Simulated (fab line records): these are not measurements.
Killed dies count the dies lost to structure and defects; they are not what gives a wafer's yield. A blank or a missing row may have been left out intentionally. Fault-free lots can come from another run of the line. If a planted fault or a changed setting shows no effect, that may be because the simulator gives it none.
What tool caused it? | flow ritCmos | at 1 step of a route of 202, 7 lots with 21 wafers sampled

WHAT THE GAUGES READ, wafer by wafer
RIT_PRETRO_OVL_MEAS_06.
lot  | measured    | on         | PRETRO_OVL (nm)
L526 | day 2 11:19 | overlay-02 | 0.5 -0.9 -1.0
L528 | day 2 22:34 | overlay-01 | -2.7 -2.8 -0.6
L531 | day 3 12:15 | overlay-02 | -2.0 0.6 -0.8
L535 | day 4 09:35 | overlay-01 | 0.1 -3.4 -1.4
L536 | day 4 17:33 | overlay-01 | -2.4 0.8 -1.2
L538 | day 4 23:44 | overlay-02 | -0.3 -0.6 -1.0
L546 | day 6 15:52 | overlay-01 | -1.7 -3.4 -3.9

TOOL THAT RAN EACH LOT (tool first, then ch and the chambers of the sampled wafers, then the start)
The record holds no process step before these readings.

THE ANSWER, worked out from the rows above alone
Rule: usual is defined by the lots themselves. The widest of any qualifying gaps counts: lots, ordered by their means at a reading, are off when they make up no more than a third of the lots, leave a main group of 4 or more, and stand apart from it by 3 or more times the standard deviation of that group's means. The tables above print the reading to a certain number of digits; a main group whose means all agree to those digits is not used. A lot without any number at a reading at which 4 lots or more have one is off too. All remaining lots with rows at the step are treated as sound.
Across all readings shown, no lot is off: no conclusion can be drawn from this.

WHAT HAD BEEN PUT IN BY THE SIMULATOR
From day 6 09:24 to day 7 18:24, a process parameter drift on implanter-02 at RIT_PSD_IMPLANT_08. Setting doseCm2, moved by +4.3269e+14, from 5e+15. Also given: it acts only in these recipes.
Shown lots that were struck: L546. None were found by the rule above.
